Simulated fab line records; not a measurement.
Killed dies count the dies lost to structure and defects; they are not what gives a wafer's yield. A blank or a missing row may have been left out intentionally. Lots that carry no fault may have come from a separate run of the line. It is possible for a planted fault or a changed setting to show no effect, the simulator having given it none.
Split-lot trial || flow rit cmos || route with 202 steps; 5 lots, 23 wafers read

== ON THE SPLIT ==
At RIT_CONTACT_DEVELOP_07 (develop time 120 s), the setting develop time s was moved away from the recipe's 120 s on 9 of the 23 wafers read, by -13.9% to +7.2%. All remaining wafers had this setting at the recipe value.

== FROM THE SPLIT TO THE READING: what the file shows between them, 4 steps ==
- RIT_CONTACT_CD_MEAS_08: target cd 1000 nm
- RIT_CONTACT_HARDBAKE_10: time 60 s
- RIT_CONTACT_ETCH_11: etches SiO2 in CHF3/CF4/Ar, stops on TiSi2, target depth 480 nm, time 320 s
- RIT_CONTACT_STRIP_12: strips in O2, time 180 s

== THE READING ==
cd nm (nm) at RIT_CONTACT_CD_MEAS_90, where the cd target is 1000 nm. Typical for fault-free wafers on this fab line: 1000.4 nm, with standard deviation 2.8 nm.

{"wafer": "L074.2", "tool, chamber at the split": "litho track-04, 0", "develop time s as run, s": 120, "against the recipe": "recipe", "cd nm, nm": 1002.7, "against lot-mates on the recipe": "-"}
{"wafer": "L074.3", "tool, chamber at the split": "litho track-04, 0", "develop time s as run, s": 120, "against the recipe": "recipe", "cd nm, nm": 1004.9, "against lot-mates on the recipe": "-"}
{"wafer": "L074.4", "tool, chamber at the split": "litho track-04, 0", "develop time s as run, s": 103.3, "against the recipe": "-13.9%", "cd nm, nm": 989.5, "against lot-mates on the recipe": -13.4}
{"wafer": "L074.5", "tool, chamber at the split": "litho track-04, 0", "develop time s as run, s": 103.3, "against the recipe": "-13.9%", "cd nm, nm": 991.6, "against lot-mates on the recipe": -11.3}
{"wafer": "L074.6", "tool, chamber at the split": "litho track-04, 0", "develop time s as run, s": 120, "against the recipe": "recipe", "cd nm, nm": 1001.2, "against lot-mates on the recipe": "-"}
{"wafer": "L075.2", "tool, chamber at the split": "litho track-02, 0", "develop time s as run, s": 104.8, "against the recipe": "-12.7%", "cd nm, nm": 992.8, "against lot-mates on the recipe": -12.2}
{"wafer": "L075.3", "tool, chamber at the split": "litho track-02, 0", "develop time s as run, s": 104.8, "against the recipe": "-12.7%", "cd nm, nm": 993.2, "against lot-mates on the recipe": -11.8}
{"wafer": "L075.4", "tool, chamber at the split": "litho track-02, 0", "develop time s as run, s": 120, "against the recipe": "recipe", "cd nm, nm": 1005.5, "against lot-mates on the recipe": "-"}
{"wafer": "L075.5", "tool, chamber at the split": "litho track-02, 0", "develop time s as run, s": 120, "against the recipe": "recipe", "cd nm, nm": 1004.4, "against lot-mates on the recipe": "-"}
{"wafer": "L075.6", "tool, chamber at the split": "litho track-02, 0", "develop time s as run, s": 120, "against the recipe": "recipe", "cd nm, nm": 1005.1, "against lot-mates on the recipe": "-"}
{"wafer": "L076.1", "tool, chamber at the split": "litho track-03, 0", "develop time s as run, s": 128.6, "against the recipe": "+7.2%", "cd nm, nm": 1005.8, "against lot-mates on the recipe": "+6.6"}
{"wafer": "L076.2", "tool, chamber at the split": "litho track-03, 0", "develop time s as run, s": 128.6, "against the recipe": "+7.2%", "cd nm, nm": 1005.1, "against lot-mates on the recipe": "+5.9"}
{"wafer": "L076.4", "tool, chamber at the split": "litho track-03, 0", "develop time s as run, s": 120, "against the recipe": "recipe", "cd nm, nm": 998.2, "against lot-mates on the recipe": "-"}
{"wafer": "L076.5", "tool, chamber at the split": "litho track-03, 0", "develop time s as run, s": 120, "against the recipe": "recipe", "cd nm, nm": 999.7, "against lot-mates on the recipe": "-"}
{"wafer": "L076.6", "tool, chamber at the split": "litho track-03, 0", "develop time s as run, s": 120, "against the recipe": "recipe", "cd nm, nm": 999.8, "against lot-mates on the recipe": "-"}
{"wafer": "L077.2", "tool, chamber at the split": "litho track-03, 0", "develop time s as run, s": 120, "against the recipe": "recipe", "cd nm, nm": 1003.2, "against lot-mates on the recipe": "-"}
{"wafer": "L077.3", "tool, chamber at the split": "litho track-03, 0", "develop time s as run, s": 114.8, "against the recipe": "-4.3%", "cd nm, nm": 1002.2, "against lot-mates on the recipe": -1.8}
{"wafer": "L077.4", "tool, chamber at the split": "litho track-03, 0", "develop time s as run, s": 120, "against the recipe": "recipe", "cd nm, nm": 1004.7, "against lot-mates on the recipe": "-"}
{"wafer": "L077.5", "tool, chamber at the split": "litho track-03, 0", "develop time s as run, s": 114.8, "against the recipe": "-4.3%", "cd nm, nm": 1002.1, "against lot-mates on the recipe": -1.9}
{"wafer": "L077.6", "tool, chamber at the split": "litho track-03, 0", "develop time s as run, s": 114.8, "against the recipe": "-4.3%", "cd nm, nm": 1000.6, "against lot-mates on the recipe": -3.4}
{"wafer": "L082.1", "tool, chamber at the split": "litho track-02, 0", "develop time s as run, s": 120, "against the recipe": "recipe", "cd nm, nm": 1000.9, "against lot-mates on the recipe": "-"}
{"wafer": "L082.4", "tool, chamber at the split": "litho track-02, 0", "develop time s as run, s": 120, "against the recipe": "recipe", "cd nm, nm": 999.8, "against lot-mates on the recipe": "-"}
{"wafer": "L082.5", "tool, chamber at the split": "litho track-02, 0", "develop time s as run, s": 120, "against the recipe": "recipe", "cd nm, nm": 1000.1, "against lot-mates on the recipe": "-"}

THE FIT
A straight line over all 23 wafers: cd nm changes by +0.702 nm for each +1% of develop time s; r = +0.87; the points scatter about the line by 2.3 nm.
The same after taking each lot's own level away (the mean of its wafers on the recipe; 23 wafers): +0.893 nm for each +1%; r = +0.98; scatter 1 nm.
The reading moves by 12 nm for the largest change in develop time s, on that fit.
Across the lots, their own levels run from 999.23 to 1005.00 nm, a range of 2.1 times the standard deviation given above.
So the slope is not independent of the lot-to-lot level: the two fits are not the same.
Check: for one of the wafers moved furthest among these (-13.9%), held out of the fit, the line's prediction against its lot-mates is -12 nm. It came out at -13.4 nm against them.

== THE OTHER SPLITS THESE WAFERS WENT THROUGH ==
Before the reading, these wafers also passed through other splits. Each is held against what the fit with the lots' levels taken away leaves over:
{"other split on the same wafers": "RIT_PSD_IMPLANT_08 dose cm2", "wafers away from the commonest value": 6, "r with cd nm (lot level and that fit taken away)": "+0.02"}

== THE WHOLE CHAIN: every reading that the file lists as answering this split, in the file's order ==
{"step": "RIT_CONTACT_CD_MEAS_08", "what it does": "target cd 1000 nm", "reading": "cd nm", "change (the file's fit)": "+0.888 nm for each +1% of the setting", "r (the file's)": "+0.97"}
{"step": "RIT_CONTACT_ETCH_11", "what it does": "etches SiO2 in CHF3/CF4/Ar, stops on TiSi2, target depth 480 nm, time 320 s", "reading": "CONTACT.cd nm (the simulator's own value, which no gauge read)", "change (the file's fit)": "+0.893 nm for each +1% of the setting", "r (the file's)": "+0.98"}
{"step": "RIT_CONTACT_CD_MEAS_90", "what it does": "target cd 1000 nm", "reading": "cd nm", "change (the file's fit)": "+0.893 nm for each +1% of the setting", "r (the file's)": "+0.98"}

== THE FILE'S OWN FIT ==
cd nm changes by +0.893 nm for each +1% of develop time s, r = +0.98.
